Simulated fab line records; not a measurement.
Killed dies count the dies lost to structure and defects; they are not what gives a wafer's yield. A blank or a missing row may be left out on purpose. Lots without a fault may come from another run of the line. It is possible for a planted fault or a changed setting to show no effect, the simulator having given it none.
fab line records	flow rit-cmos
[record] lots = 15	wafers = 45	last-day = 8
route steps=202 shown PLDD@123 NSD@137 SILICIDE@167 M1@185
lots with no fault: from the same line, run without faults
start-h: start of the lot's first displayed wafer, in hours after the record's first day	wait-h: how many hours have passed since the lot's step before this one	" same as the row above	L1.1+2: a single row standing in for several wafers	- no value, or no start was given	* or withheld: withheld	< > ~ a bound
route shown NAME@n: NAME is a module with steps in the file, n the number in the route of the first one	usual: mean/standard deviation taken from wafers without a fault	same: alike in all rows	chamber/n: place in a boat	sites: the reading at each site	_std_site: standard deviation of those values	_edge_site: the outer-site mean with the inner-site mean subtracted	radius-mm: how far each site lies from the wafer's centre	mask NAME#n: copy n	behind: the tool/chamber that last shaped the wafer	hold: cause of the lot's hold/its duration in hours/its outcome	device: transistor that didn't switch, given as n, p or np	end of line: the route-end tests of the same wafers	a step without rows: its recipe alone	killed: dies that structure and defects cost at the first sort, which is not the same as the wafer's yield	map: the dies of a wafer, with x for killed, . for not killed, _ for no die there
set.NAME: the setting that was run; set.NAME@STEP: the one run at that earlier step	model.NAME: the simulator's own value behind a step, which no gauge read
a sample of lots followed through the steps of the route, with each step as a table and each wafer as a row
services: a tool's chamber out of use, with start hour (start-h, from the record's first day; less than 0 if before it), hours out, and reason
[[steps]]
[step RIT_PLDD_STRIP_09]
[recipe] chemistry = O2	time-s = 180	resist = NOVOLAK	platen-temp-c = withheld	power-w = 500	pressure-mtorr = 4000	o2-flow-sccm = 4000
[usual] chamber-pressure-mTorr = 3999/3.5	drypump-motor-current-A = 5.7/0.51
[same] time-s = 180
lot.wafer	tool	chamber	start-h	wait-h	chamber-pressure-mTorr	drypump-motor-current-A	rf-hours-counter-h
L777.2	plasma-asher-01	1	50.27	0.1	3996	6.4	41
L777.5	"	0	"	"	3999	5.0	-
L777.6	"	1	"	"	3996	6.4	-
L779.3	plasma-asher-03	0	58.95	0.1	3997	6.1	-
L779.5	"	1	"	"	4004	5.4	-
L779.6	"	0	"	"	4007	6.1	-
L782.1	plasma-asher-01	1	78.84	0.1	3998	6.5	43
L782.3	"	1	"	"	3995	6.4	-
L782.5	"	0	"	"	3997	5.1	-
L783.3	plasma-asher-03	1	79.09	0.1	3994	5.4	-
L783.4	"	0	"	"	4000	6.1	-
L783.6	"	0	"	"	4004	6.1	-
L785.1	plasma-asher-03	1	95.31	0.1	3996	5.4	30
L785.5	"	1	"	"	4003	5.4	-
L785.6	"	0	"	"	3999	6.1	-
L786.1	plasma-asher-04	1	100.08	0.1	3999	6.2	48
L786.2	"	0	"	"	3997	5.1	48
L786.5	"	0	"	"	3998	5.1	-
L787.2	plasma-asher-03	0	103.24	0.1	3995	6.1	31
L787.5	"	0	"	"	4001	6.1	-
L787.6	"	1	"	"	4003	5.4	-
L788.2	plasma-asher-03	0	109.45	0.1	3998	6.2	32
L788.3	"	1	"	"	4003	5.4	-
L788.6	"	0	"	"	3999	6.2	-
L789.3	plasma-asher-03	1	109.75	0.1	4003	5.4	-
L789.4	"	0	"	"	4000	6.1	-
L789.5	"	1	"	"	4000	5.4	-
L790.2	plasma-asher-04	0	118.77	0.1	3999	5.1	51
L790.3	"	0	"	"	3998	5.1	-
L790.5	"	0	"	"	3993	5.1	-
L791.3	plasma-asher-04	1	127.84	0.1	3995	6.1	-
L791.4	"	0	"	"	3999	5.1	-
L791.6	"	1	"	"	3998	6.2	-
L792.2	plasma-asher-04	0	129.20	0.1	4003	5.1	52
L792.3	"	1	"	"	4006	6.2	-
L792.6	"	1	"	"	3994	6.2	-
L793.1	plasma-asher-04	1	130.21	0.1	3998	6.1	52
L793.4	"	0	"	"	4003	5.1	-
L793.5	"	1	"	"	4001	6.1	-
L794.2	plasma-asher-03	1	148.43	0.1	3998	5.5	36
L794.3	"	1	"	"	3994	5.4	-
L794.6	"	1	"	"	3999	5.4	-
L800.2	plasma-asher-04	1	181.90	0.1	3995	6.1	57
L800.3	"	0	"	"	4001	5.1	-
L800.5	"	0	"	"	3994	5.1	-
[step RIT_NSD_OVL_MEAS_06]
[usual] NSD_OVL = -0.5/1.3
lot.wafer	tool	chamber	start-h	wait-h	NSD_OVL[nm]
L777.2	overlay-02	-	53.86	-	-2.4
L777.5	"	-	"	"	-1.1
L777.6	"	-	"	"	-2.9
L779.3	overlay-01	-	62.62	-	-0.1
L779.5	"	-	"	"	1.0
L779.6	"	-	"	"	-1.0
L782.1	overlay-02	-	83.70	-	-0.2
L782.3	"	-	"	"	1.2
L782.5	"	-	"	"	0.9
L783.3	overlay-02	-	84.00	-	-1.1
L783.4	"	-	"	"	1.4
L783.6	"	-	"	"	-0.6
L785.1	overlay-02	-	102.42	-	0.0
L785.5	"	-	"	"	1.1
L785.6	"	-	"	"	-2.2
L786.1	overlay-01	-	105.17	-	0.9
L786.2	"	-	"	"	0.4
L786.5	"	-	"	"	0.0
L787.2	overlay-02	-	108.02	-	-0.5
L787.5	"	-	"	"	-1.4
L787.6	"	-	"	"	-2.0
L788.2	overlay-02	-	116.16	-	0.9
L788.3	"	-	"	"	-0.9
L788.6	"	-	"	"	-0.4
L789.3	overlay-01	-	116.45	-	-3.1
L789.4	"	-	"	"	-0.5
L789.5	"	-	"	"	-0.2
L790.2	overlay-02	-	128.01	-	1.2
L790.3	"	-	"	"	-0.4
L790.5	"	-	"	"	0.8
L791.3	overlay-01	-	134.45	-	-0.3
L791.4	"	-	"	"	-0.9
L791.6	"	-	"	"	1.3
L792.2	overlay-01	-	140.30	-	-1.5
L792.3	"	-	"	"	-1.7
L792.6	"	-	"	"	1.2
L793.1	overlay-01	-	140.54	-	1.1
L793.4	"	-	"	"	0.2
L793.5	"	-	"	"	-0.4
L794.2	overlay-01	-	152.14	-	-0.5
L794.3	"	-	"	"	-0.3
L794.6	"	-	"	"	0.5
L800.2	overlay-01	-	186.69	-	0.2
L800.3	"	-	"	"	0.5
L800.5	"	-	"	"	0.9
[step RIT_SILICIDE_RTA_06]
[recipe] temp-c = 750	time-s = 10	idle-temp-c = 25	ramp-up-s = 5	ramp-down-s = 10	cool-to-c = 25	ambient = N2
[usual] wafer_temp_C_max = 753.0/0.69
[same] time-s = 10
lot.wafer	tool	chamber	start-h	wait-h	wafer_temp_C_max
L777.2	rtp-anneal-02	0	57.42	0.0	753.0
L777.5	"	0	"	"	752.7
L777.6	"	0	"	"	752.9
L779.3	rtp-anneal-02	0	66.01	0.0	752.7
L779.5	"	0	"	"	753.4
L779.6	"	0	"	"	753.4
L782.1	rtp-anneal-02	0	87.22	0.0	751.7
L782.3	"	0	"	"	752.8
L782.5	"	0	"	"	752.2
L783.3	rtp-anneal-02	0	87.45	0.0	753.4
L783.4	"	0	"	"	753.6
L783.6	"	0	"	"	752.9
L785.1	rtp-anneal-02	0	105.83	0.0	752.8
L785.5	"	0	"	"	753.4
L785.6	"	0	"	"	753.2
L786.1	rtp-anneal-01	0	108.74	0.0	753.3
L786.2	"	0	"	"	753.6
L786.5	"	0	"	"	753.9
L787.2	rtp-anneal-02	0	111.58	0.0	752.3
L787.5	"	0	"	"	753.1
L787.6	"	0	"	"	752.6
L788.2	rtp-anneal-02	0	119.55	0.0	752.5
L788.3	"	0	"	"	752.0
L788.6	"	0	"	"	752.3
L789.3	rtp-anneal-02	0	120.03	0.0	752.7
L789.4	"	0	"	"	752.9
L789.5	"	0	"	"	753.0
L790.2	rtp-anneal-01	0	131.36	0.0	752.7
L790.3	"	0	"	"	752.3
L790.5	"	0	"	"	753.5
L791.3	rtp-anneal-02	0	137.83	0.0	759.3
L791.4	"	0	"	"	759.6
L791.6	"	0	"	"	758.2
L792.2	rtp-anneal-02	0	143.88	0.0	757.4
L792.3	"	0	"	"	758.6
L792.6	"	0	"	"	758.0
L793.1	rtp-anneal-02	0	144.08	0.0	757.8
L793.4	"	0	"	"	758.4
L793.5	"	0	"	"	758.1
L794.2	rtp-anneal-01	0	155.91	0.0	753.5
L794.3	"	0	"	"	754.4
L794.6	"	0	"	"	753.2
L800.2	rtp-anneal-01	0	190.42	0.0	753.1
L800.3	"	0	"	"	753.2
L800.5	"	0	"	"	753.8
[step RIT_M1_RS_MEAS_01]
[recipe] thk-meas-gauge = four-point-probe	reads = Al_of_M1_SPUTTER_00
[usual] M1_AL_RS = 0.0772/0.00063
lot.wafer	tool	chamber	start-h	wait-h	M1_AL_RS[ohm/sq]
L777.2	film-metro-01	-	60.14	0.2	0.0771
L777.5	"	-	"	"	0.0768
L777.6	"	-	"	"	0.0768
L779.3	film-metro-02	-	68.75	0.2	0.0770
L779.5	"	-	"	"	0.0769
L779.6	"	-	"	"	0.0766
L782.1	film-metro-01	-	89.82	0.2	0.0787
L782.3	"	-	"	"	0.0775
L782.5	"	-	"	"	0.0776
L783.3	film-metro-02	-	90.18	0.2	0.0771
L783.4	"	-	"	"	0.0778
L783.6	"	-	"	"	0.0767
L785.1	film-metro-01	-	108.52	0.2	0.0780
L785.5	"	-	"	"	0.0782
L785.6	"	-	"	"	0.0789
L786.1	film-metro-02	-	111.47	0.2	0.0772
L786.2	"	-	"	"	0.0773
L786.5	"	-	"	"	0.0777
L787.2	film-metro-03	-	114.40	0.2	0.0771
L787.5	"	-	"	"	0.0777
L787.6	"	-	"	"	0.0776
L788.2	film-metro-02	-	122.14	0.2	0.0770
L788.3	"	-	"	"	0.0775
L788.6	"	-	"	"	0.0769
L789.3	film-metro-03	-	122.63	0.2	0.0781
L789.4	"	-	"	"	0.0782
L789.5	"	-	"	"	0.0773
L790.2	film-metro-03	-	134.08	0.2	0.0779
L790.3	"	-	"	"	0.0778
L790.5	"	-	"	"	0.0783
L791.3	film-metro-02	-	140.47	0.2	0.0772
L791.4	"	-	"	"	0.0769
L791.6	"	-	"	"	0.0765
L792.2	film-metro-01	-	146.61	0.2	0.0773
L792.3	"	-	"	"	0.0760
L792.6	"	-	"	"	0.0766
L793.1	film-metro-02	-	146.69	0.2	0.0772
L793.4	"	-	"	"	0.0764
L793.5	"	-	"	"	0.0775
L794.2	film-metro-02	-	158.50	0.2	0.0777
L794.3	"	-	"	"	0.0771
L794.6	"	-	"	"	0.0773
L800.2	film-metro-02	-	193.25	0.2	0.0779
L800.3	"	-	"	"	0.0778
L800.5	"	-	"	"	0.0770
[step RIT_M1_PROBE_99]
[usual] killed_at_M0_to_M3 = 0.0/0.083	killed-at-contacts = 0.0/0.16	killed-at-front-end = 7/3.1	killed-dies = 7/3.1	killed-open = 3.6/2.2	killed-short = 3.4/2.1
[same] gross-dies = 264	killed_at_M4_up = 0	killed-at-back-side = 0	killed-at-other = 0
lot.wafer	tool	chamber	start-h	wait-h	killed_at_M0_to_M3	killed-at-contacts	killed-at-front-end	killed-dies	killed-open	killed-short
L783.3	prober-01	-	95.21	0.2	0	0	6	6	4	2
L783.4	prober-01	-	95.26	0.2	0	0	2	2	1	1
L783.6	prober-01	-	95.36	0.2	0	0	5	5	3	2
L786.1	prober-02	-	115.19	0.1	0	0	10	10	7	3
L786.2	prober-02	-	115.24	0.1	0	0	11	11	7	4
L786.5	prober-02	-	115.39	0.2	0	0	5	5	2	3
L788.2	prober-02	-	126.17	0.1	0	0	6	6	2	4
L788.3	prober-02	-	126.22	0.2	0	0	8	8	4	4
L788.6	prober-02	-	126.37	0.2	0	0	6	6	5	1
L791.3	prober-01	-	144.70	0.2	0	0	7	7	5	2
L791.4	prober-01	-	144.75	0.2	0	0	7	7	5	2
L791.6	prober-01	-	144.85	0.2	0	0	9	9	6	3
L792.2	prober-02	-	150.37	0.1	0	0	5	5	2	3
L792.3	prober-02	-	150.42	0.2	0	0	4	4	4	0
L792.6	prober-02	-	150.57	0.2	0	0	9	9	6	3
L793.1	prober-01	-	151.82	0.1	0	0	12	12	5	7
L793.4	prober-01	-	151.97	0.2	0	0	9	9	4	5
L793.5	prober-01	-	152.02	0.2	0	0	3	3	1	2
// killed by level:class
L783.3 REOX:geometric-particle:open=2 GATE:geometric-particle:short=1 SPACER:geometric-particle:short=1 SPACER:geometric-particle:open=1 SILICIDE:geometric-particle:open=1
L783.4 FOX2:geometric-particle:short=1 GATE:geometric-particle:open=1
L783.6 GATE:geometric-particle:short=2 FOX1:geometric-particle:open=1 FOX2:geometric-particle:open=1 REOX:geometric-particle:open=1
L786.1 GATE:geometric-particle:open=3 SPACER:geometric-particle:open=2 FOX2:geometric-particle:short=1 REOX:geometric-particle:short=1 REOX:geometric-particle:open=1 SILICIDE:geometric-particle:short=1 SILICIDE:geometric-particle:open=1
L786.2 GATE:geometric-particle:short=2 REOX:geometric-particle:open=2 SPACER:geometric-particle:open=2 FOX1:geometric-particle:open=1 FOX2:geometric-particle:open=1 FOX2:geometric-particle:short=1 GATE:geometric-particle:open=1 REOX:geometric-particle:short=1
L786.5 GATE:geometric-particle:short=2 GATE:geometric-particle:open=1 SILICIDE:geometric-particle:open=1 SILICIDE:geometric-particle:short=1
L788.2 FOX1:geometric-particle:short=1 GATE:geometric-particle:open=1 GATE:geometric-particle:short=1 REOX:geometric-particle:open=1 REOX:geometric-particle:short=1 SPACER:geometric-particle:short=1
L788.3 GATE:geometric-particle:short=3 GATE:geometric-particle:open=3 FOX1:geometric-particle:short=1 FOX2:geometric-particle:open=1
L788.6 SILICIDE:geometric-particle:open=2 REOX:geometric-particle:short=1 FOX1:geometric-particle:open=1 REOX:geometric-particle:open=1 SPACER:geometric-particle:open=1
L791.3 GATE:geometric-particle:open=3 FOX1:geometric-particle:open=2 FOX1:geometric-particle:short=1 SILICIDE:geometric-particle:short=1
L791.4 SPACER:geometric-particle:open=3 FOX2:geometric-particle:open=1 FOX2:geometric-particle:short=1 GATE:geometric-particle:open=1 SILICIDE:geometric-particle:short=1
L791.6 GATE:geometric-particle:open=4 FOX2:geometric-particle:short=2 FOX1:geometric-particle:open=1 SPACER:geometric-particle:short=1 SPACER:geometric-particle:open=1
L792.2 GATE:geometric-particle:short=2 FOX1:geometric-particle:short=1 FOX2:geometric-particle:open=1 SILICIDE:geometric-particle:open=1
L792.3 FOX1:geometric-particle:open=1 GATE:geometric-particle:open=1 SPACER:geometric-particle:open=1 SILICIDE:geometric-particle:open=1
L792.6 FOX1:geometric-particle:open=3 GATE:geometric-particle:short=2 GATE:geometric-particle:open=1 REOX:geometric-particle:open=1 SILICIDE:geometric-particle:short=1 SILICIDE:geometric-particle:open=1
L793.1 GATE:geometric-particle:short=4 FOX1:geometric-particle:short=3 GATE:geometric-particle:open=2 SILICIDE:geometric-particle:open=2 FOX1:geometric-particle:open=1
L793.4 SPACER:geometric-particle:short=3 GATE:geometric-particle:short=2 FOX1:geometric-particle:open=1 GATE:geometric-particle:open=1 SPACER:geometric-particle:open=1 SILICIDE:geometric-particle:open=1
L793.5 SPACER:geometric-particle:short=2 SILICIDE:geometric-particle:open=1
[[services]]
tool	chamber	start-h	hours	kind
plasma-asher-01	-	38.09	5.4	repair
plasma-asher-01	-	100.24	14.6	pm
plasma-asher-03	-	103.58	2.8	pm
[[key]]
[first-sign] step = RIT_SILICIDE_RTA_06	reading = wafer_temp_C_max	direction = up	sigmas = 7.8	usual = *	struck = *
effect none on later readings
met-at RIT_SILICIDE_RTA_06
struck-lots L791,L792,L793
tester-left-out L791,L792,L793
not-acting-at RIT_PLDD_STRIP_09,RIT_NSD_OVL_MEAS_06,RIT_M1_RS_MEAS_01
onset-between 120.03 137.83
[fault] kind = process-parameter-drift	tool = rtp-anneal-02	chamber = -	onset-h = 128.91	steps = RIT_SILICIDE_RTA_06	channel = temp-c	offset = *	shape = step	end-h = 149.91	acts-in = *	stated = *
// tester-left-out: of these lots the tester's yield and bins aren't shown, on N5 and GAA mostly nor the transistor test; their killed dies are dies lost to structure and defects alone, not to doping, threshold or leakage, so they don't give the yield
